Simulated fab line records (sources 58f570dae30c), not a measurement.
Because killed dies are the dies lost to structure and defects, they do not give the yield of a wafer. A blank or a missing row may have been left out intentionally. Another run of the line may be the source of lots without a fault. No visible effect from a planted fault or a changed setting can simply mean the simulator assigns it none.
Which tool did it?	flow berkeley-cmos170	15 lots, 45 wafers sampled, at 2 steps of a route of 331

## WHAT EACH GAUGE READ, for each wafer
UCB170_GATE_THK_MEAS_05. Usual: for GATE_POLY_THK the level is 215.4 nm and the standard deviation is 2.1.
lot	measured	on	GATE_POLY_THK (nm)	flag
L393	day 5 14:33	film-metro-03	214.4 213.8 213.5	
L394	day 6 01:04	film-metro-01	214.7 215.5 215.6	
L395	day 6 13:31	film-metro-02	215.6 215.8 217.2	
L396	day 6 13:31	film-metro-03	214.1 217.2 214.8	
L399	day 6 16:20	film-metro-03	217.9 218.8 217.4	
L400	day 7 02:47	film-metro-02	425.6 424.2 427.9	OFF
L401	day 7 01:13	film-metro-03	216.9 215.6 216.5	
L406	day 8 18:11	film-metro-01	216.5 215.6 216.9	
L409	day 9 09:50	film-metro-03	428.8 429.8 431.1	OFF
L410	day 9 09:49	film-metro-01	435.9 436.8 435.2	OFF
L411	day 9 16:22	film-metro-01	220.4 220.0 218.4	
L413	day 10 01:34	film-metro-01	215.8 216.6 214.6	
L414	day 10 09:06	film-metro-01	216.4 215.1 216.1	
L415	day 10 14:07	film-metro-01	219.6 216.7 216.4	
L416	day 10 14:05	film-metro-02	216.4 216.4 217.1	

## TOOL THAT RAN EACH LOT (tool first, then ch and the chambers of the sampled wafers, then the start)
lot	UCB170_GATE_CVD_04
L393	lpcvd-02 ch 1, day 5 12:26
L394	lpcvd-01 ch 1, day 5 23:40
L395	lpcvd-01 ch 0, day 6 12:05
L396	lpcvd-01 ch 1, day 6 12:05
L399	lpcvd-01 ch 0, day 6 14:55
L400	lpcvd-02 ch 1, day 6 23:49 and lpcvd-01 ch 1, day 7 01:22
L401	lpcvd-02 ch 0, day 6 23:49
L406	lpcvd-01 ch 1, day 8 16:47
L409	lpcvd-01 ch 0, day 9 05:05
L410	lpcvd-01 ch 0, day 9 05:05
L411	lpcvd-01 ch 0, day 9 14:56
L413	lpcvd-02 ch 0, day 9 23:28
L414	lpcvd-01 ch 1, day 10 07:41
L415	lpcvd-01 ch 0, day 10 12:41
L416	lpcvd-01 ch 1, day 10 12:41
- UCB170_GATE_CVD_04: deposits poly-Si from SiH4, time 1440 s, target thk 214 nm.

## AS READ BY THE TOOLS THEMSELVES (means over the sampled wafers that have a number; for cases with no such wafer, the mark the record gives instead)
UCB170_GATE_CVD_04. Usual: spike-tc-source-C 631.9 C, standard deviation 2.5; susceptor-temp-C 609.91 C, standard deviation 0.29.
lot	tool	spike-tc-source-C (C)	susceptor-temp-C (C)	flag
L393	lpcvd-02	634.0	609.64	
L394	lpcvd-01	633.7	610.22	
L395	lpcvd-01	632.7	610.03	
L396	lpcvd-01	632.6	609.85	
L399	lpcvd-01	631.8	609.65	
L400	lpcvd-02/lpcvd-01	633.0	609.80	
L401	lpcvd-02	626.2	610.20	
L406	lpcvd-01	633.3	609.88	
L409	lpcvd-01	632.8	610.02	
L410	lpcvd-01	631.4	609.53	
L411	lpcvd-01	632.9	609.91	
L413	lpcvd-02	626.3	610.17	
L414	lpcvd-01	632.6	610.21	
L415	lpcvd-01	632.3	609.82	
L416	lpcvd-01	632.3	609.89	

## THE ANSWER, worked out from the rows above alone
Rule: take the mean of a lot's wafers that have a number; if it is more than 3 standard deviations from the usual mean, the lot is off. A lot without any number at a reading at which 4 lots or more have one is off too. Where the step has rows for the other lots, those lots are counted as sound. First the gauges in route order, then the tools' own readings, where a lot's mean is used as printed above. At the first step where some lot is off, the reading lying furthest off is the one used; lots without a number count as furthest.
Off: L400, L409, L410, seen at UCB170_GATE_THK_MEAS_05 (GATE_POLY_THK).
If a tool, at a process step before that reading, ran all the lots that are off and no sound lot after the first of them, it fits. The gauges at UCB170_GATE_THK_MEAS_05 are tried like those tools. None of those tried fits.

## WHAT THE SIMULATOR PUT IN
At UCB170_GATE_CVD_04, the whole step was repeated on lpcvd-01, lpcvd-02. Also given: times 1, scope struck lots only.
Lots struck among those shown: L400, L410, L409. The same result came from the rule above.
